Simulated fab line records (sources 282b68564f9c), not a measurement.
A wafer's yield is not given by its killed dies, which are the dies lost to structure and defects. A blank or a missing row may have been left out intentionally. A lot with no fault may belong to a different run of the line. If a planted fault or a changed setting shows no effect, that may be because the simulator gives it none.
Which tool is to blame?	flow rit-cmos	15 lots, 45 wafers sampled, at 4 steps of a route of 202

WHAT THE GAUGES READ, wafer by wafer
RIT_ACTIVE_CD_MEAS_90: the cd target is 1400 nm.
lot	measured	on	cd-nm (nm)
L703	day 1 15:24	cd-sem-02	1402.6 1401.3 1404.6
L704	day 1 20:12	cd-sem-01	1397.9 1401.4 1402.0
L705	day 2 01:01	cd-sem-01	1401.2 1400.2 1400.8
L707	day 2 11:25	cd-sem-01	1398.7 1400.6 1401.8
L708	day 2 16:02	cd-sem-02	1402.2 1402.3 1401.2
L709	day 2 21:10	cd-sem-02	1401.5 1399.7 1399.5
L712	day 3 12:51	cd-sem-02	1400.1 1400.0 1401.0
L713	day 3 17:02	cd-sem-02	1399.0 1398.1 1400.0
L714	day 3 22:05	cd-sem-02	1400.5 1402.1 1398.7
L715	day 4 03:02	cd-sem-02	1403.5 1401.6 1401.9
L716	day 4 08:11	cd-sem-01	1404.4 1400.9 1400.5
L718	day 4 18:10	cd-sem-02	1401.3 1399.4 1397.1
L720	day 5 04:57	cd-sem-01	1403.1 1400.4 1402.7
L721	day 5 09:04	cd-sem-02	1401.2 1400.2 1397.9
L722	day 5 15:41	cd-sem-01	1400.2 1403.2 1398.9

RIT_SDANNEAL_RS_MEAS_07: the measuring method here is four-point-probe.
lot	measured	on	NLDD_RS (ohm/sq)
L703	day 3 02:01	film-metro-04	151.4 151.2 151.2
L704	day 3 06:00	film-metro-04	151.3 151.5 152.0
L705	day 3 12:52	film-metro-02	150.6 151.5 151.1
L707	day 3 22:24	film-metro-04	149.5 151.3 150.5
L708	day 4 02:08	film-metro-02	151.4 151.4 151.3
L709	day 4 07:01	film-metro-02	151.8 151.9 151.2
L712	day 4 22:46	film-metro-04	150.6 150.5 151.3
L713	day 5 04:21	film-metro-03	150.9 151.6 151.0
L714	day 5 09:15	film-metro-04	152.0 151.4 151.5
L715	day 5 18:49	film-metro-03	151.9 151.9 151.7
L716	day 5 20:49	film-metro-02	151.4 151.3 150.8
L718	day 6 07:30	film-metro-02	151.2 151.6 151.1
L720	day 6 15:59	film-metro-04	150.8 151.1 151.0
L721	day 6 21:19	film-metro-03	152.4 152.3 152.1
L722	day 7 02:34	film-metro-02	151.7 151.5 151.7

RIT_M1_OVL_MEAS_10.
lot	measured	on	M1_OVL (nm)
L703	day 3 06:22	overlay-02	-1.9 0.6 -0.4
L704	day 3 10:25	overlay-02	1.1 2.4 0.6
L705	day 3 17:34	overlay-01	-1.1 -1.0 -1.3
L707	day 4 03:13	overlay-02	-1.1 0.0 -0.9
L708	day 4 06:36	overlay-01	0.4 -0.8 -1.3
L709	day 4 11:29	overlay-02	1.3 2.3 2.2
L712	day 5 03:34	overlay-02	-3.8 -0.6 -2.1
L713	day 5 08:41	overlay-02	-2.0 -0.2 -2.6
L714	day 5 13:44	overlay-01	-0.1 -0.7 -0.5
L715	day 5 23:36	overlay-01	-1.8 -1.0 -1.5
L716	day 6 01:38	overlay-01	1.7 1.8 -0.4
L718	day 6 11:59	overlay-02	-1.4 -0.6 -1.7
L720	day 6 20:29	overlay-01	-1.5 -0.4 0.5
L721	day 7 01:47	overlay-02	0.2 -1.0 0.5
L722	day 7 07:07	overlay-01	1.7 2.3 0.8

TOOL THAT RAN EACH LOT (tool first, then ch and the chambers of the sampled wafers, then the start)
lot	RIT_M1_SOFTBAKE_05
L703	litho-track-01 ch 0, day 3 05:41
L704	litho-track-04 ch 0, day 3 09:46
L705	litho-track-04 ch 0, day 3 16:37
L707	litho-track-04 ch 0, day 4 02:31
L708	litho-track-01 ch 0, day 4 05:48
L709	litho-track-04 ch 0, day 4 10:41
L712	litho-track-04 ch 0, day 5 02:45
L713	litho-track-02 ch 0, day 5 07:59
L714	litho-track-01 ch 0, day 5 13:06
L715	litho-track-01 ch 0, day 5 22:53
L716	litho-track-04 ch 0, day 6 00:52
L718	litho-track-04 ch 0, day 6 11:17
L720	litho-track-04 ch 0, day 6 19:39
L721	litho-track-01 ch 0, day 7 00:59
L722	litho-track-04 ch 0, day 7 06:20
- RIT_M1_SOFTBAKE_05: time 60 s.

WHAT THE TOOLS THEMSELVES READ (means of the sampled wafers that have a number; where no wafer has one, the mark that the record gives instead)
RIT_M1_SOFTBAKE_05.
lot	tool	heater-power-total-W (W)	plate-temp-C (C)
L703	litho-track-01	34.58	89.86
L704	litho-track-04	34.53	90.00
L705	litho-track-04	34.60	90.07
L707	litho-track-04	34.53	89.89
L708	litho-track-01	34.58	90.07
L709	litho-track-04	34.54	89.96
L712	litho-track-04	34.52	89.92
L713	litho-track-02	34.58	89.90
L714	litho-track-01	34.55	89.84
L715	litho-track-01	34.62	89.86
L716	litho-track-04	34.55	89.94
L718	litho-track-04	35.57	92.02
L720	litho-track-04	35.64	92.08
L721	litho-track-01	34.60	90.03
L722	litho-track-04	35.60	91.89

THE ANSWER, worked out from the rows above alone
Rule: the lots themselves supply what counts as usual. The widest of any qualifying gaps counts: lots, ordered by their means at a reading, are off when they make up no more than a third of the lots, leave a main group of 4 or more, and stand apart from it by 3 or more times the standard deviation of that group's means. A main group is skipped when, at the precision printed for the reading in the tables above, its means are all equal. A lot without any number at a reading at which 4 lots or more have one is off too. The other lots that the step has rows for count as sound. After the gauges, taken in route order, come the tools' own readings; for these a lot's mean is taken, as printed above. At the first step where some lot is off, the reading lying furthest off is the one used; lots without a number count as furthest.
Off at RIT_M1_SOFTBAKE_05 (heater-power-total-W): L718, L720, L722. For the main group the mean is 34.56 W and the standard deviation 0.031.
A tool fits if, at that step or a process step before it, it ran every lot that is off, and no sound lot after the first of them. One fits: RIT_M1_SOFTBAKE_05 on litho-track-04. Its last sound lot is L716 (day 6 00:52), its first lot that is off L718 (day 6 11:17): a fault that began between those two fits.
The tool's own readings at RIT_M1_SOFTBAKE_05 bear it out: on the lots that are off they differ by more than 5 times the standard deviation of the sound lots' means. heater-power-total-W reads 35.60 W there against 34.56 W on the sound lots; plate-temp-C reads 92.00 C there against 89.94 C on the sound lots.

WHAT HAD BEEN PUT IN BY THE SIMULATOR
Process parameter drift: litho-track-04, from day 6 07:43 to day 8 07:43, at RIT_M1_SOFTBAKE_05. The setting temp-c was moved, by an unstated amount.
Struck lots among those shown: L718, L720, L722. The rule given above showed the same thing.
